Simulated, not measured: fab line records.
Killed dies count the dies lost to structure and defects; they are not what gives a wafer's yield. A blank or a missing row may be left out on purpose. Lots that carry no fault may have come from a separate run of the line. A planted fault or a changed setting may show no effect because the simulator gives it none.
fab line records    flow berkeley-cmos170
[record] lots = 5  wafers = 23
route steps=331 shown START@3 NWELL@15 PWELL@48 PFIELD@80 SACOX@98 PVT@123 GATE@130 PLDD@154 NLDD@162 NSD@188
start-h: hours from the record's first day to the start of the lot's first wafer shown    wait-h: time in hours since the lot's previous step    " the same as in the row above    L1.1+2: several wafers, shown together as one row    - no value present, or no start provided    * or withheld: withheld    < > ~ a bound
route shown NAME@n: names a module that has steps shown in the file, with the first one's number in the route    usual: mean/standard deviation of fault-free wafers    same: alike in all rows    chamber/n: place in a boat    sites: readings site by site    _std_site: how widely they spread, as a standard deviation    _edge_site: outer sites' mean less inner sites'    radius-mm: how far each site lies from the wafer's centre    mask NAME#n: copy n    behind: the last tool/chamber to shape the wafer    hold: reason for holding the lot/hours on hold/outcome of the hold    device: names the non-switching transistor (n, p or np)    end of line: tests of these same wafers at the route's end    for a step that has no rows: nothing shown but its recipe    killed: dies that structure and defects cost at the first sort, which is not the same as the wafer's yield    map: dies across one wafer; x = killed, . = not, _ = none there
set.NAME: the setting the step ran with; set.NAME@STEP: the setting that earlier step ran with    model.NAME: the simulator's own value behind a step, which no gauge read
lots whose settings were changed on purpose; a table a step, a row a wafer
[[steps]]
[step UCB170_START_OXIDATION_02]
[recipe] temp-c = 950  ambient = O2  target-thk-a = 200  ox-time-s = 1800
lot.wafer  tool        chamber  start-h  wait-h  set.ox-time-s  model.SiO2_of_START_OXIDATION_02.thk-nm
L077.1     -           -        -        0.4     1800           20.05
L077.3     "           -        "        "       1800           20.44
L077.4     "           -        "        "       1800           20.19
L077.5     "           -        "        "       1800           19.9
L077.6     "           -        "        "       1800           20.13
L079.1     -           -        -        5.5     1537           18.84
L079.3     "           -        "        "       1537           18.93
L079.4     "           -        "        "       1537           18.68
L079.5     "           -        "        "       1537           18.69
L079.6     "           -        "        "       1537           18.79
L080.1     furnace-02  0        44.79    3.2     1800           19.65
L080.3     "           0        "        "       1800           20.02
L080.6     "           0        "        "       1800           19.94
L084.1     -           -        -        5.7     1992           20.78
L084.2     "           -        "        "       1992           21.18
L084.3+6   "           -        "        "       1992           21.03
L084.5     "           -        "        "       1992           20.81
L085.1     -           -        -        0.7     1569           17.79
L085.2+4   "           -        "        "       1569           17.69
L085.5     "           -        "        "       1569           17.99
L085.6     "           -        "        "       1569           17.98
[step UCB170_NWELL_OXIDATION_01]
[recipe] temp-c = 1000  ambient = O2  target-thk-a = 264  ox-time-s = 1260
lot.wafer  tool        chamber  start-h  wait-h  set.ox-time-s  model.SiO2_of_NWELL_OXIDATION_01.thk-nm
L077.1     -           -        -        4.6     1165           25.68
L077.3     "           -        "        "       1165           25.61
L077.4     "           -        "        "       1165           26
L077.5     "           -        "        "       1165           25.43
L077.6     "           -        "        "       1165           25.79
L079.1     -           -        -        3.9     1421           27.51
L079.3     "           -        "        "       1421           27.84
L079.4     "           -        "        "       1421           27.69
L079.5     "           -        "        "       1421           27.74
L079.6     "           -        "        "       1421           27.38
L080.1     furnace-04  0        55.09    0.2     1260           26.3
L080.3     "           0        "        "       1260           26.92
L080.6     "           0        "        "       1260           26.48
L084.1     -           -        -        1.3     1434           28.6
L084.2     "           -        "        "       1434           28.63
L084.3     "           -        "        "       1434           28.69
L084.5     "           -        "        "       1434           28.82
L084.6     "           -        "        "       1434           28.73
L085.1     -           -        -        1.5     1438           28.3
L085.2     "           -        "        "       1438           28.84
L085.4     "           -        "        "       1438           28.42
L085.5     "           -        "        "       1438           28
L085.6     "           -        "        "       1438           28.47
[step UCB170_PWELL_ETCH_14]
[recipe] chemistry = CH3F/Ar/O2  target = Si3N4  stop-on = SiO2  CH3F_flow_sccm = 20  Ar_flow_sccm = 50  O2_flow_sccm = 7  pressure-mtorr = 50  rf-w = 450  target-depth-a = 2420  over-etch-frac = 0.1  time-s = 151
[usual] oes-product-au = 0.941/0.019
lot.wafer  tool         chamber  start-h  wait-h  set.time-s  oes-product-au  model.KrF_of_PWELL_COAT_08.thk-nm
L077.1     rie-diel-03  3        69.53    0.0     151         0.944           723.2
L077.3     "            2        "        "       151         0.921           718.2
L077.4     "            1        "        "       131.4       1.024           744.6
L077.5     "            3        "        "       151         0.942           724.6
L077.6     "            0        "        "       131.4       0.986           744.7
L080.1     rie-diel-03  3        87.32    0.0     151         0.937           724
L080.3     "            2        "        "       151         0.930           720.1
L080.6     "            0        "        "       151         0.924           726.6
L079.1     rie-diel-01  2        87.43    0.0     151         0.970           727
L079.3     "            1        "        "       136.1       0.965           746.9
L079.4     "            3        "        "       151         0.963           727.6
L079.5     "            0        "        "       151         0.924           726.3
L079.6     "            3        "        "       136.1       1.024           746.6
L085.1     rie-diel-03  3        110.09   0.0     151         0.950           723.1
L085.2     "            1        "        "       132.8       1.024           742.7
L085.4     "            0        "        "       132.8       0.980           743
L085.5     "            2        "        "       151         0.930           721.3
L085.6     "            3        "        "       151         0.952           723.6
L084.1     rie-diel-04  0        110.21   0.0     139         0.978           735.2
L084.2     "            3        "        "       151         0.908           729.8
L084.3     "            2        "        "       139         0.982           741.7
L084.5     "            3        "        "       151         0.911           726.1
L084.6     "            2        "        "       139         0.981           740.6
[step UCB170_PWELL_IMPLANT_15]
[recipe] species = B  dose-cm2 = 4.916e+12  energy-kev = 60  tilt-deg = 7
[step UCB170_PWELL_STRIP_16]
[recipe] chemistry = O2  power-w = 400  pressure-mtorr = 3500  platen-temp-c = withheld  o2-flow-sccm = 400  overash-fraction = 0.5
[usual] strip-time-to-endpoint-s = 18.08/0.081
lot.wafer  tool             chamber  start-h  wait-h  set.time-s@PWELL_ETCH_14  strip-time-to-endpoint-s
L077.1     plasma-asher-03  1        69.78    0.1     151                       18.06
L077.3     "                1        "        "       151                       17.95
L077.4     "                0        "        "       131.4                     18.58
L077.5     "                1        "        "       151                       18.09
L077.6     "                0        "        "       131.4                     18.58
L080.1     plasma-asher-03  1        87.57    0.1     151                       18.08
L080.3     "                0        "        "       151                       17.98
L080.6     "                0        "        "       151                       18.13
L079.1     plasma-asher-04  1        87.68    0.1     151                       18.15
L079.3     "                1        "        "       136.1                     18.61
L079.4     "                0        "        "       151                       18.15
L079.5     "                0        "        "       151                       18.13
L079.6     "                1        "        "       136.1                     18.62
L085.1     plasma-asher-03  1        110.34   0.1     151                       18.05
L085.2     "                0        "        "       132.8                     18.50
L085.4     "                0        "        "       132.8                     18.53
L085.5     "                1        "        "       151                       18.01
L085.6     "                0        "        "       151                       18.05
L084.1     plasma-asher-04  0        110.46   0.1     139                       18.34
L084.2     "                1        "        "       151                       18.21
L084.3     "                0        "        "       139                       18.48
L084.5     "                0        "        "       151                       18.13
L084.6     "                1        "        "       139                       18.47
[step UCB170_PFIELD_COAT_01]
[recipe] resist = KrF  spin-rpm = 1500  resist-thk-nm = 900
lot.wafer  tool            chamber  start-h  wait-h  set.resist-thk-nm  model.KrF_of_PFIELD_COAT_01.thk-nm
L077.1     litho-track-04  0        114.90   0.1     900                899
L077.3     "               0        "        "       923.3              925.2
L077.4     "               0        "        "       900                898.1
L077.5     "               0        "        "       900                898
L077.6     "               0        "        "       923.3              922.3
L080.1     litho-track-01  0        140.03   0.1     900                902.2
L080.3     "               0        "        "       900                900
L080.6     "               0        "        "       900                899.8
L079.1     litho-track-04  0        140.34   0.1     900                903.3
L079.3     "               0        "        "       900                902.4
L079.4     "               0        "        "       900                906.9
L079.5     "               0        "        "       900                902.6
L079.6     "               0        "        "       900                903.1
L084.1     litho-track-01  0        149.56   0.1     915.8              907.2
L084.2     "               0        "        "       915.8              910.8
L084.3     "               0        "        "       900                891.6
L084.5     "               0        "        "       900                896.5
L084.6     "               0        "        "       915.8              909.8
L085.1     litho-track-04  0        149.77   0.1     862.2              863.8
L085.2     "               0        "        "       900                903.1
L085.4     "               0        "        "       900                902.9
L085.5     "               0        "        "       862.2              869.4
L085.6     "               0        "        "       900                901.7
[step UCB170_PFIELD_SOFTBAKE_02]
[recipe] resist = KrF  temp-c = 130  time-s = 60
[step UCB170_PFIELD_EXPOSE_03]
[recipe] mask-id = PFIELD  na = 0.5  sigma-outer = 0.6  source-shape = conventional  target-cd-nm = 1500  dose-mj = 30
[step UCB170_PFIELD_IMPLANT_07]
[recipe] species = B  dose-cm2 = 2e+13  energy-kev = 80  tilt-deg = 7
[step UCB170_PFIELD_STRIP_08]
[recipe] chemistry = O2  power-w = 400  pressure-mtorr = 3500  platen-temp-c = withheld  o2-flow-sccm = 400  overash-fraction = 0.5
[usual] strip-time-to-endpoint-s = 21.63/0.081
lot.wafer  tool             chamber  start-h  wait-h  set.resist-thk-nm@PFIELD_COAT_01  strip-time-to-endpoint-s
L077.1     plasma-asher-03  0        116.21   0.1     900                               21.61
L077.3     "                1        "        "       923.3                             22.24
L077.4     "                0        "        "       900                               21.59
L077.5     "                0        "        "       900                               21.57
L077.6     "                1        "        "       923.3                             22.16
L080.1     plasma-asher-03  0        141.52   0.1     900                               21.68
L080.3     "                1        "        "       900                               21.62
L080.6     "                1        "        "       900                               21.63
L079.1     plasma-asher-03  1        142.10   0.1     900                               21.70
L079.3     "                1        "        "       900                               21.69
L079.4     "                0        "        "       900                               21.79
L079.5     "                1        "        "       900                               21.70
L079.6     "                0        "        "       900                               21.69
L084.1     plasma-asher-04  1        150.64   0.1     915.8                             21.79
L084.2     "                0        "        "       915.8                             21.90
L084.3     "                1        "        "       900                               21.42
L084.5     "                1        "        "       900                               21.54
L084.6     "                0        "        "       915.8                             21.86
L085.1     plasma-asher-01  1        150.97   0.1     862.2                             20.77
L085.2     "                0        "        "       900                               21.68
L085.4     "                0        "        "       900                               21.68
L085.5     "                0        "        "       862.2                             20.90
L085.6     "                1        "        "       900                               21.67
[step UCB170_SACOX_OXIDATION_01]
[recipe] temp-c = 900  ambient = O2  target-thk-a = 144  ox-time-s = 2400
lot.wafer  tool        chamber  start-h  wait-h  set.temp-c  model.SiO2_of_SACOX_OXIDATION_01.thk-nm
L077.1     -           -        -        5.7     883.2       12.41
L077.3     "           -        "        "       883.2       12.45
L077.4     "           -        "        "       883.2       12.2
L077.5     "           -        "        "       883.2       12.27
L077.6     "           -        "        "       883.2       12.32
L079.1     -           -        -        2.7     880.8       11.72
L079.3     "           -        "        "       880.8       11.75
L079.4     "           -        "        "       880.8       11.84
L079.5     "           -        "        "       880.8       12.02
L079.6     "           -        "        "       880.8       11.88
L080.1     furnace-02  0        164.85   2.8     900         14.67
L080.3     "           0        "        "       900         14.57
L080.6     "           0        "        "       900         14.42
L084.1     -           -        -        2.0     915.7       17.03
L084.2     "           -        "        "       915.7       16.88
L084.3     "           -        "        "       915.7       17
L084.5     "           -        "        "       915.7       16.81
L084.6     "           -        "        "       915.7       16.72
L085.1     -           -        -        2.0     900         14.36
L085.2     "           -        "        "       900         14.34
L085.4     "           -        "        "       900         13.93
L085.5     "           -        "        "       900         14.4
L085.6     "           -        "        "       900         14.25
[step UCB170_SACOX_THK_MEAS_02]
[recipe] reads = SiO2_of_SACOX_OXIDATION_01
[usual] SACOX_OXIDE_THK = 14.41/0.25
lot.wafer  tool           chamber  start-h  wait-h  set.temp-c@SACOX_OXIDATION_01  SACOX_OXIDE_THK[nm]
L077.1     film-metro-01  -        -        -       883.2                          12.38
L077.3     "              -        "        "       883.2                          12.40
L077.4     "              -        "        "       883.2                          12.19
L077.5     "              -        "        "       883.2                          12.24
L077.6     "              -        "        "       883.2                          12.32
L079.1     film-metro-03  -        -        -       880.8                          11.67
L079.3     "              -        "        "       880.8                          11.79
L079.4     "              -        "        "       880.8                          11.82
L079.5     "              -        "        "       880.8                          12.03
L079.6     "              -        "        "       880.8                          11.93
L080.1     film-metro-04  -        166.52   0.0     900                            14.68
L080.3     "              -        "        "       900                            14.55
L080.6     "              -        "        "       900                            14.42
L084.1     film-metro-01  -        -        -       915.7                          17.07
L084.2     "              -        "        "       915.7                          16.92
L084.3     "              -        "        "       915.7                          16.99
L084.5     "              -        "        "       915.7                          16.84
L084.6     "              -        "        "       915.7                          16.75
L085.1     film-metro-03  -        -        -       900                            14.40
L085.2     "              -        "        "       900                            14.31
L085.4     "              -        "        "       900                            13.95
L085.5     "              -        "        "       900                            14.43
L085.6     "              -        "        "       900                            14.24
[step UCB170_PVT_STRIP_08]
[recipe] chemistry = O2  power-w = 400  pressure-mtorr = 3500  platen-temp-c = withheld  o2-flow-sccm = 400  overash-fraction = 0.5
[usual] strip-time-to-endpoint-s = 21.61/0.065
lot.wafer  tool             chamber  start-h  wait-h  set.o2-flow-sccm  strip-time-to-endpoint-s
L077.1     plasma-asher-03  0        165.85   0.1     400               21.57
L077.3     "                0        "        "       357               21.93
L077.4     "                1        "        "       400               21.50
L077.5     "                0        "        "       357               21.93
L077.6     "                1        "        "       357               21.90
L079.1     plasma-asher-02  0        179.01   0.1     400               21.59
L079.3     "                0        "        "       383.8             21.72
L079.4     "                1        "        "       383.8             21.78
L079.5     "                1        "        "       400               21.64
L079.6     "                0        "        "       383.8             21.80
L080.1     plasma-asher-04  0        179.25   0.1     400               21.74
L080.3     "                1        "        "       400               21.78
L080.6     "                0        "        "       400               21.70
L084.1     plasma-asher-04  0        188.06   0.1     400               21.65
L084.2     "                1        "        "       400               21.66
L084.3     "                1        "        "       400               21.65
L084.5     "                1        "        "       400               21.61
L084.6     "                0        "        "       400               21.73
L085.1     plasma-asher-03  1        188.32   0.1     400               21.55
L085.2     "                0        "        "       432.6             21.32
L085.4     "                1        "        "       432.6             21.36
L085.5     "                0        "        "       432.6             21.31
L085.6     "                1        "        "       400               21.52
[step UCB170_GATE_CVD_04]
[recipe] material = poly-Si  temp-c = 610  precursor = SiH4  time-s = 1440  pressure-mtorr = 375  target-thk-nm = 214  sih4-flow-sccm = 120
lot.wafer  tool      chamber  start-h  wait-h  set.pressure-mtorr  model.poly-Si_of_GATE_CVD_04.thk-nm
L077.1     -         -        -        0.0     397.8               219.3
L077.3     "         -        "        "       397.8               218.6
L077.4     "         -        "        "       397.8               218
L077.5     "         -        "        "       397.8               218.1
L077.6     "         -        "        "       397.8               220
L079.1     -         -        -        0.0     412.5               225.4
L079.3     "         -        "        "       412.5               224.2
L079.4     "         -        "        "       412.5               224.5
L079.5     "         -        "        "       412.5               225.8
L079.6     "         -        "        "       412.5               225.2
L080.1     lpcvd-02  1        192.68   0.0     375                 214.7
L080.3     "         1        "        "       375                 212.9
L080.6     "         1        "        "       375                 214.2
L084.1     -         -        -        0.0     375                 216
L084.2     "         -        "        "       375                 215.3
L084.3     "         -        "        "       375                 215.7
L084.5     "         -        "        "       375                 213
L084.6     "         -        "        "       375                 217.6
L085.1     -         -        -        0.0     320.8               198.7
L085.2     "         -        "        "       320.8               200.8
L085.4+6   "         -        "        "       320.8               196.6
L085.5     "         -        "        "       320.8               198.1
[step UCB170_GATE_THK_MEAS_05]
[recipe] reads = poly-Si_of_GATE_CVD_04
[usual] GATE_POLY_THK = 213.9/1.9
lot.wafer  tool           chamber  start-h  wait-h  set.pressure-mtorr@GATE_CVD_04  GATE_POLY_THK[nm]
L077.1     film-metro-04  -        -        -       397.8                           219.3
L077.3     "              -        "        "       397.8                           218.8
L077.4     "              -        "        "       397.8                           218.1
L077.5     "              -        "        "       397.8                           218.2
L077.6     "              -        "        "       397.8                           220.0
L079.1     film-metro-01  -        -        -       412.5                           225.4
L079.3     "              -        "        "       412.5                           224.2
L079.4     "              -        "        "       412.5                           224.4
L079.5     "              -        "        "       412.5                           225.9
L079.6     "              -        "        "       412.5                           225.0
L080.1     film-metro-04  -        194.14   0.1     375                             214.6
L080.3     "              -        "        "       375                             212.8
L080.6     "              -        "        "       375                             214.2
L084.1     film-metro-01  -        -        -       375                             215.9
L084.2     "              -        "        "       375                             215.3
L084.3     "              -        "        "       375                             215.8
L084.5     "              -        "        "       375                             213.0
L084.6     "              -        "        "       375                             217.8
L085.1     film-metro-04  -        -        -       320.8                           198.7
L085.2     "              -        "        "       320.8                           200.8
L085.4     "              -        "        "       320.8                           196.6
L085.5     "              -        "        "       320.8                           198.0
L085.6     "              -        "        "       320.8                           196.6
[step UCB170_PLDD_IMPLANT_09]
[recipe] species = BF2  dose-cm2 = 5e+13  energy-kev = 10  tilt-deg = 7  rotation-deg = 180
lot.wafer       tool          chamber  start-h  wait-h  set.dose-cm2
L077.1+3+6      implanter-02  0        181.14   0.1     5e+13
L077.4+5        "             0        "        "       4.734e+13
L080.1+3+6      implanter-02  0        199.67   0.1     5e+13
L079.1+3        implanter-03  0        199.72   0.1     5e+13
L079.4+5+6      "             0        "        "       4.696e+13
L084.1+2+5      implanter-02  0        203.10   0.1     4.847e+13
L084.3+6        "             0        "        "       5e+13
L085.1+2+4+5+6  implanter-01  0        203.85   0.1     5e+13
[step UCB170_NLDD_PEB_04]
[recipe] peb-temp-c = 130  peb-time-s = withheld  resist = KrF
lot.wafer       tool            chamber  start-h  wait-h  set.peb-temp-c
L077.1+3+4+5+6  litho-track-02  0        182.54   0.3     130
L080.1+3+6      litho-track-02  0        201.26   0.5     130
L079.1+5+6      litho-track-01  0        201.52   0.5     130
L079.3+4        "               0        "        "       127.8
L084.1+6        litho-track-04  0        205.37   0.8     130
L084.2+3+5      "               0        "        "       127.4
L085.1+2+6      litho-track-04  0        206.10   0.6     130
L085.4+5        "               0        "        "       128.1
[step UCB170_NLDD_DEVELOP_05]
[recipe] developer = TMAH  develop-time-s = 45  resist = KrF  dev-temp-c = 21
[step UCB170_NLDD_CD_MEAS_06]
[recipe] target-cd-nm = 1200
[usual] cd-nm = 1200.0/1
lot.wafer  tool       chamber  start-h  wait-h  set.peb-temp-c@NLDD_PEB_04  cd-nm
L077.1     cd-sem-01  -        182.82   -       130                         1199.8
L077.3     "          -        "        "       130                         1200.4
L077.4     "          -        "        "       130                         1198.9
L077.5     "          -        "        "       130                         1199.1
L077.6     "          -        "        "       130                         1199.4
L080.1     cd-sem-02  -        201.57   -       130                         1198.7
L080.3     "          -        "        "       130                         1199.4
L080.6     "          -        "        "       130                         1198.7
L079.1     cd-sem-02  -        201.81   -       130                         1199.2
L079.3     "          -        "        "       127.8                       1182.8
L079.4     "          -        "        "       127.8                       1183.0
L079.5     "          -        "        "       130                         1201.5
L079.6     "          -        "        "       130                         1201.1
L084.1     cd-sem-02  -        205.65   -       130                         1200.0
L084.2     "          -        "        "       127.4                       1181.8
L084.3     "          -        "        "       127.4                       1182.9
L084.5     "          -        "        "       127.4                       1180.5
L084.6     "          -        "        "       130                         1200.0
L085.1     cd-sem-01  -        206.37   -       130                         1199.7
L085.2     "          -        "        "       130                         1199.8
L085.4     "          -        "        "       128.1                       1186.0
L085.5     "          -        "        "       128.1                       1187.2
L085.6     "          -        "        "       130                         1199.5
[step UCB170_NLDD_IMPLANT_08]
[recipe] species = As  dose-cm2 = 5e+13  energy-kev = 30  tilt-deg = 7  rotation-deg = 0
lot.wafer       tool          chamber  start-h  wait-h  set.dose-cm2
L077.1+3+4+5+6  implanter-02  0        182.97   0.0     5e+13
L080.1+3+6      implanter-04  0        201.73   0.0     5e+13
L079.1+6        implanter-02  0        201.97   0.0     5e+13
L079.3+4+5      "             0        "        "       5.188e+13
L084.1+2+3+5+6  implanter-03  0        205.80   0.0     5e+13
L085.1+4+5      implanter-03  0        206.53   0.0     5.328e+13
L085.2+6        "             0        "        "       5e+13
[step UCB170_NSD_COAT_01]
[recipe] resist = KrF  spin-rpm = 1500  resist-thk-nm = 900
lot.wafer  tool            chamber  start-h  wait-h  set.resist-thk-nm  model.KrF_of_NSD_COAT_01.thk-nm
L077.1     litho-track-03  0        192.53   0.1     900                895.2
L077.3     "               0        "        "       868.9              866.6
L077.4     "               0        "        "       900                897.2
L077.5     "               0        "        "       900                896.9
L077.6     "               0        "        "       868.9              867.2
L079.1     litho-track-02  0        208.90   0.1     854.5              852.6
L079.3     "               0        "        "       854.5              852.4
L079.4     "               0        "        "       854.5              850.5
L079.5     "               0        "        "       900                899
L079.6     "               0        "        "       900                896.1
L080.1     litho-track-03  0        209.11   0.1     900                897.6
L080.3     "               0        "        "       900                896.4
L080.6     "               0        "        "       900                896.5
L085.1     litho-track-04  0        213.53   0.1     926.6              924.7
L085.2     "               0        "        "       900                899.6
L085.4     "               0        "        "       926.6              929.1
L085.5     "               0        "        "       900                902.2
L085.6     "               0        "        "       900                901.6
L084.1     litho-track-02  0        213.72   0.1     900                899.9
L084.2     "               0        "        "       900                897.8
L084.3     "               0        "        "       900                900.8
L084.5     "               0        "        "       900                898.5
L084.6     "               0        "        "       900                897.9
[step UCB170_NSD_SOFTBAKE_02]
[recipe] resist = KrF  temp-c = 130  time-s = 60
[step UCB170_NSD_EXPOSE_03]
[recipe] mask-id = NSELECT_MOD  na = 0.5  sigma-outer = 0.6  source-shape = conventional  target-cd-nm = 1200  dose-mj = 30
[step UCB170_NSD_IMPLANT_08]
[recipe] species = P  dose-cm2 = 3e+15  energy-kev = 40  tilt-deg = 7
[step UCB170_NSD_STRIP_09]
[recipe] chemistry = O2  power-w = 400  pressure-mtorr = 3500  platen-temp-c = withheld  o2-flow-sccm = 400  overash-fraction = 0.5
[usual] strip-time-to-endpoint-s = 35.82/0.078
lot.wafer  tool             chamber  start-h  wait-h  set.resist-thk-nm@NSD_COAT_01  strip-time-to-endpoint-s
L077.1     plasma-asher-03  0        194.30   0.1     900                            35.77
L077.3     "                1        "        "       868.9                          35.05
L077.4     "                0        "        "       900                            35.78
L077.5     "                1        "        "       900                            35.82
L077.6     "                0        "        "       868.9                          35.12
L079.1     plasma-asher-03  1        210.10   0.1     854.5                          34.68
L079.3     "                1        "        "       854.5                          34.66
L079.4     "                0        "        "       854.5                          34.62
L079.5     "                1        "        "       900                            35.80
L079.6     "                0        "        "       900                            35.74
L080.1     plasma-asher-02  1        210.34   0.1     900                            35.72
L080.3     "                0        "        "       900                            35.67
L080.6     "                1        "        "       900                            35.69
L085.1     plasma-asher-02  1        215.15   0.1     926.6                          36.38
L085.2     "                0        "        "       900                            35.81
L085.4     "                1        "        "       926.6                          36.51
L085.5     "                0        "        "       900                            35.89
L085.6     "                1        "        "       900                            35.86
L084.1     plasma-asher-03  1        215.38   0.1     900                            35.86
L084.2     "                0        "        "       900                            35.76
L084.3     "                0        "        "       900                            35.87
L084.5     "                0        "        "       900                            35.82
L084.6     "                1        "        "       900                            35.76
[[key]]
[split] step = UCB170_START_OXIDATION_02  setting = ox-time-s  stated = 1800  by = lot
[response] step = UCB170_START_OXIDATION_02  reading = model.SiO2_of_START_OXIDATION_02.thk-nm  change = +0.11  per = 1%  r = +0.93
[split] step = UCB170_NWELL_OXIDATION_01  setting = ox-time-s  stated = 1260  by = lot
[response] step = UCB170_NWELL_OXIDATION_01  reading = model.SiO2_of_NWELL_OXIDATION_01.thk-nm  change = +0.122  per = 1%  r = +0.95
[split] step = UCB170_PWELL_ETCH_14  setting = time-s  stated = 151  by = wafer
[response] step = UCB170_PWELL_ETCH_14  reading = oes-product-au  change = -0.00546  per = 1%  r = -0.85
[response] step = UCB170_PWELL_ETCH_14  reading = model.KrF_of_PWELL_COAT_08.thk-nm  change = -1.73  per = 1%  r = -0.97
[response] step = UCB170_PWELL_STRIP_16  reading = strip-time-to-endpoint-s  change = *  per = 1%  r = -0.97
[split] step = UCB170_PFIELD_COAT_01  setting = resist-thk-nm  stated = 900  by = wafer
[response] step = UCB170_PFIELD_COAT_01  reading = model.KrF_of_PFIELD_COAT_01.thk-nm  change = +8.88  per = 1%  r = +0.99
[response] step = UCB170_PFIELD_STRIP_08  reading = strip-time-to-endpoint-s  change = *  per = 1%  r = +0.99
[split] step = UCB170_SACOX_OXIDATION_01  setting = temp-c  stated = 900  by = lot
[response] step = UCB170_SACOX_OXIDATION_01  reading = model.SiO2_of_SACOX_OXIDATION_01.thk-nm  change = +1.26  per = 1%  r = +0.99
[response] step = UCB170_SACOX_THK_MEAS_02  reading = SACOX_OXIDE_THK  change = +1.27  per = 1%  r = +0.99
[split] step = UCB170_PVT_STRIP_08  setting = o2-flow-sccm  stated = 400  by = wafer
[response] step = UCB170_PVT_STRIP_08  reading = strip-time-to-endpoint-s  change = *  per = 1%  r = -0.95
[split] step = UCB170_GATE_CVD_04  setting = pressure-mtorr  stated = 375  by = lot
[response] step = UCB170_GATE_CVD_04  reading = model.poly-Si_of_GATE_CVD_04.thk-nm  change = +1.07  per = 1%  r = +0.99
[response] step = UCB170_GATE_THK_MEAS_05  reading = GATE_POLY_THK  change = +1.07  per = 1%  r = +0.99
[split] step = UCB170_PLDD_IMPLANT_09  setting = dose-cm2  stated = 5e+13  by = wafer
response none in this file
[split] step = UCB170_NLDD_PEB_04  setting = peb-temp-c  stated = 130  by = wafer
[response] step = UCB170_NLDD_CD_MEAS_06  reading = cd-nm  change = +9.51  per = 1%  r = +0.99
[split] step = UCB170_NLDD_IMPLANT_08  setting = dose-cm2  stated = 5e+13  by = wafer
response none in this file
[split] step = UCB170_NSD_COAT_01  setting = resist-thk-nm  stated = 900  by = wafer
[response] step = UCB170_NSD_COAT_01  reading = model.KrF_of_NSD_COAT_01.thk-nm  change = +8.86  per = 1%  r = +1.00
[response] step = UCB170_NSD_STRIP_09  reading = strip-time-to-endpoint-s  change = *  per = 1%  r = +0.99
